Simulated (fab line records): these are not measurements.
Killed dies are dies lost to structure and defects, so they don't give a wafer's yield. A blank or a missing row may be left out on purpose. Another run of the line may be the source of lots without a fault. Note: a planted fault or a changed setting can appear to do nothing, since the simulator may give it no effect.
What tool caused it? ; flow berkeley cmos170 ; 14 lots with 42 wafers sampled at 4 steps, on a route of 331 steps

== WHAT THE GAUGES READ, wafer by wafer ==
UCB170_NWELL_THK_MEAS_02. Usual: NWELL_OXIDE_THK gives 26.3 nm (standard deviation 0.41).
lot;measured;on;NWELL_OXIDE_THK (nm);flag
L817;day 2 08:24;film metro-04;25.8 26.3 26.1;
L816;day 2 08:25;film metro-02;26.3 26.1 26.2;
L818;day 2 16:29;film metro-02;26.0 26.3 26.3;
L819;day 2 16:32;film metro-02;25.9 25.7 26.0;
L820;day 3 01:14;film metro-03;25.5 25.9 26.3;
L821;day 3 06:56;film metro-03;26.1 26.6 26.6;
L822;day 3 11:19;film metro-02;26.0 25.8 25.5;
L824;day 3 17:48;film metro-04;25.8 26.2 25.9;
L823;day 3 17:49;film metro-03;26.3 26.4 26.5;
L825;day 4 02:28;film metro-03;26.2 25.9 26.3;
L832;day 5 11:59;film metro-02;26.8 26.8 26.8;
L834;day 5 18:33;film metro-02;27.0 26.5 27.1;
L835;day 5 18:33;film metro-03;26.5 26.2 26.9;
L837;day 6 09:11;film metro-03;26.0 26.3 26.6;

UCB170_CONTACT_THK_MEAS_02. Usual: CONTACT_PSG_THK gives 711 nm (standard deviation 5.3).
lot;measured;on;CONTACT_PSG_THK (nm);flag
L817;day 8 10:57;film metro-01;701 708 707;
L816;day 8 12:44;film metro-02;708 713 708;
L818;day 8 22:55;film metro-02;717 721 716;
L819;day 8 21:19;film metro-01;718 711 718;
L820;day 8 21:07;film metro-04;716 716 715;
L821;day 8 22:55;film metro-04;708 717 710;
L822;day 9 00:22;film metro-04;699 703 698;
L824;day 9 20:07;film metro-04;717 711 713;
L823;day 9 20:56;film metro-02;701 698 707;
L825;day 9 21:55;film metro-02;706 708 702;
L832;day 11 11:01;film metro-01;718 712 715;
L834;day 12 03:44;film metro-01;719 720 718;
L835;day 12 05:34;film metro-02;709 711 713;
L837;day 12 16:52;film metro-02;710 711 711;

== WHAT TOOL EACH LOT RAN ON (gives the tool, then ch and the chambers of the sampled wafers, and finally the start) ==
lot;UCB170_PFIELD_STRIP_08;UCB170_GATE_ETCH_15
L817;plasma asher-03 ch 0,1, day 5 09:14;rie si-01 ch 0,2,3, day 7 12:27
L816;plasma asher-02 ch 0,1, day 5 09:03;rie si-02 ch 1,3, day 7 12:34
L818;plasma asher-04 ch 0,1, day 5 14:01;rie si-01 ch 2,3, day 7 22:03
L819;plasma asher-02 ch 0,1, day 5 13:41;rie si-01 ch 0,2, day 7 21:32
L820;plasma asher-04 ch 0,1, day 5 17:46;rie si-02 ch 2,3, day 7 21:56
L821;plasma asher-02 ch 0,1, day 5 18:01;rie si-02 ch 1,2,3, day 7 22:32
L822;plasma asher-03 ch 0,1, day 6 02:16;rie si-01 ch 0,1,2, day 8 05:06
L824;plasma asher-02 ch 0,1, day 6 18:01;rie si-02 ch 1,2,3, day 8 20:43
L823;plasma asher-02 ch 0,1, day 6 18:49;rie si-01 ch 0,2,3, day 8 21:11
L825;plasma asher-04 ch 0,1, day 6 18:34;rie si-02 ch 0,3, day 8 21:24
L832;plasma asher-02 ch 0, day 8 07:29;rie si-01 ch 0,1,2, day 10 13:41
L834;plasma asher-02 ch 0,1, day 8 17:26;rie si-01 ch 0,2,3, day 11 04:11
L835;plasma asher-03 ch 0,1, day 8 17:10;rie si-01 ch 1,2,3, day 11 03:56
L837;plasma asher-02 ch 0,1, day 9 12:29;rie si-01 ch 0,2,3, day 11 19:33
- UCB170_PFIELD_STRIP_08: strips in O2.
- UCB170_GATE_ETCH_15: etches poly-Si in HBr/Cl2, stops on SiO2, time 56.3 s, target depth 278.2 nm.

== AS READ BY THE TOOLS THEMSELVES (means over the sampled wafers that have a number; for cases with no such wafer, the mark the record gives instead) ==
UCB170_PFIELD_STRIP_08. Usual: drypump motor current A 5.9 A, standard deviation 0.49; oes product au 0.734 a.u., standard deviation 0.0045; strip time to endpoint s 21.60 s, standard deviation 0.071.
lot;tool;drypump motor current A (A);oes product au (a.u.);strip time to endpoint s (s);flag
L817;plasma asher-03;6.5;0.735;21.71;
L816;plasma asher-02;5.6;0.740;21.53;
L818;plasma asher-04;5.6;0.732;21.51;
L819;plasma asher-02;5.6;0.733;21.61;
L820;plasma asher-04;5.6;0.736;21.58;
L821;plasma asher-02;5.6;0.733;21.58;
L822;plasma asher-03;6.5;0.737;21.57;
L824;plasma asher-02;5.6;0.739;21.60;
L823;plasma asher-02;5.6;0.735;21.54;
L825;plasma asher-04;5.6;0.734;21.61;
L832;plasma asher-02;5.5;0.729;21.60;
L834;plasma asher-02;5.6;0.730;21.55;
L835;plasma asher-03;6.5;0.736;21.54;
L837;plasma asher-02;5.6;0.736;21.61;

UCB170_GATE_ETCH_15. Usual: HBr_flow_sccm 150.0 sccm, standard deviation 0.48; drypump motor current A 5.9 A, standard deviation 0.57; oes product au 0.830 a.u., standard deviation 0.01; run length s 84.6 s, standard deviation 0.57; throttle valve pct 26.49 %, standard deviation 0.22.
lot;tool;HBr_flow_sccm (sccm);drypump motor current A (A);oes product au (a.u.);run length s (s);throttle valve pct (%);flag
L817;rie si-01;149.8;5.4;0.830;84.0;26.47;
L816;rie si-02;149.3;5.9;0.835;85.1;26.58;
L818;rie si-01;150.2;5.5;0.840;84.1;26.41;
L819;rie si-01;150.4;5.8;0.820;83.8;26.29;
L820;rie si-02;150.0;6.2;0.828;84.9;26.38;
L821;rie si-02;150.3;6.1;0.837;85.0;26.53;
L822;rie si-01;150.2;5.8;0.833;84.3;26.43;
L824;rie si-02;150.3;6.1;0.698;100.7;26.52;OFF
L823;rie si-01;149.7;5.4;0.823;84.2;26.48;
L825;rie si-02;150.5;6.3;0.708;100.7;26.29;OFF
L832;rie si-01;149.8;5.8;0.834;84.0;26.43;
L834;rie si-01;149.9;5.4;0.828;84.0;26.49;
L835;rie si-01;150.2;5.6;0.825;84.3;26.55;
L837;rie si-01;150.1;5.4;0.836;84.1;26.49;

== THE ANSWER, worked out from the rows above alone ==
Rule: lot off if the mean of its wafers having a number is beyond 3 standard deviations from the usual mean. Also off: a lot with no number at a reading for which 4 or more lots have one. The other lots that the step has rows for count as sound. The gauges are gone through in route order, then the tools' own readings, and for those a lot's mean is taken as printed above. The first step at which some lot is off is used, and at that step the reading that is off furthest; a lot without a number counts as furthest.
Off: L824, L825, at UCB170_GATE_ETCH_15 (run length s).
If a tool, at that step or one of the process steps before it, ran each lot that is off and ran no sound lot following the first of them, it fits. One candidate fits, namely rie si-02 at UCB170_GATE_ETCH_15. Its last sound lot is L821 (day 7 22:32), its first lot that is off L824 (day 8 20:43): a fault that began between those two fits.
The tool's own readings at UCB170_GATE_ETCH_15 bear it out: on the lots that are off they differ by more than 5 times the standard deviation of the sound lots' means. oes product au reads 0.703 a.u. there against 0.831 a.u. on the sound lots; run length s reads 100.7 s there against 84.3 s on the sound lots.

== WHAT THE SIMULATOR HAD PUT IN ==
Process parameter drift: rie si-02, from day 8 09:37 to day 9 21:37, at UCB170_GATE_ETCH_15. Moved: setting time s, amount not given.
Shown lots that were struck: L824, L825. The rule above reached the same finding.
